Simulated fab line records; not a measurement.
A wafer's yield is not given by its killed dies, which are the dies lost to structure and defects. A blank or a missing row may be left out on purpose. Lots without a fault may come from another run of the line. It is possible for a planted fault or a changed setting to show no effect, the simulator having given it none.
2 desks, one fault :: flow berkeley_cmos170 :: numbers are kept per desk, each desk with only its own; the story behind them comes last

## AT THE TOOL OWNER'S DESK: krf_scanner-01
The tool's own readings at UCB170_ACTIVE_EXPOSE_10 (exposes mask ACTIVE, target cd 1200 nm): means of the sampled wafers that have a number, for each lot that ran on this tool. A lot is out of limits, marked OUT, if its mean lies more than 4 standard deviations from the usual mean; the brackets give that distance.
Columns: A = exposure_dose_mJ_cm2 at UCB170_ACTIVE_EXPOSE_10, usual 19.981
lot: L247
first seen here: day 4 19:22
A: 19.989

lot: L248
first seen here: day 4 19:50
A: 19.953

lot: L253
first seen here: day 5 14:45
A: 19.980

lot: L259
first seen here: day 7 06:05
A: 19.752 (-10) OUT
This desk finds L259 out of limits, L259 being first, at day 7 06:05 (exposure_dose_mJ_cm2 at UCB170_ACTIVE_EXPOSE_10). L247, L248, L253: within limits.

## AT THE METROLOGY DESK
What the gauges read, lot by lot, whatever tool the lot ran on: means of the sampled wafers that have a number. A lot is out of limits, marked OUT, if its mean lies more than 4 standard deviations from the usual mean; the brackets give that distance.
Columns: A = cd_nm at UCB170_ACTIVE_CD_MEAS_13, usual 1199.9 nm
lot: L244
first seen here: day 3 21:22
A: 1199.5

lot: L245
first seen here: day 4 06:20
A: 1201.4

lot: L247
first seen here: day 4 19:45
A: 1199.1

lot: L246
first seen here: day 4 20:08
A: 1197.6

lot: L248
first seen here: day 4 20:25
A: 1199.5

lot: L250
first seen here: day 5 08:31
A: 1200.7

lot: L253
first seen here: day 5 15:31
A: 1200.0

lot: L259
first seen here: day 7 06:28
A: 1195.0

lot: L262
first seen here: day 7 23:17
A: 1198.1

lot: L264
first seen here: day 8 10:28
A: 1199.7

lot: L267
first seen here: day 9 07:37
A: 1200.6
Finding of this desk: none of the 11 lots has anything out of limits.

## ALL TOGETHER
The tool owner's desk could have raised an alarm at day 7 06:05, on L259.
Metrology desk: nothing out of limits seen.
The metrology desk has L259 on record, within its limits.
The lots listed all ran UCB170_ACTIVE_EXPOSE_10 on krf_scanner-01.

## WHAT THE SIMULATOR HAD INSERTED
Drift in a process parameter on krf_scanner-01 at UCB170_ACTIVE_EXPOSE_10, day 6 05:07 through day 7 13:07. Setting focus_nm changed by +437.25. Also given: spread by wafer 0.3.
Struck lots among those shown: L259.
How many hours passed from the start of the fault until each desk's first out-of-limits reading: the tool owner's desk, 25.
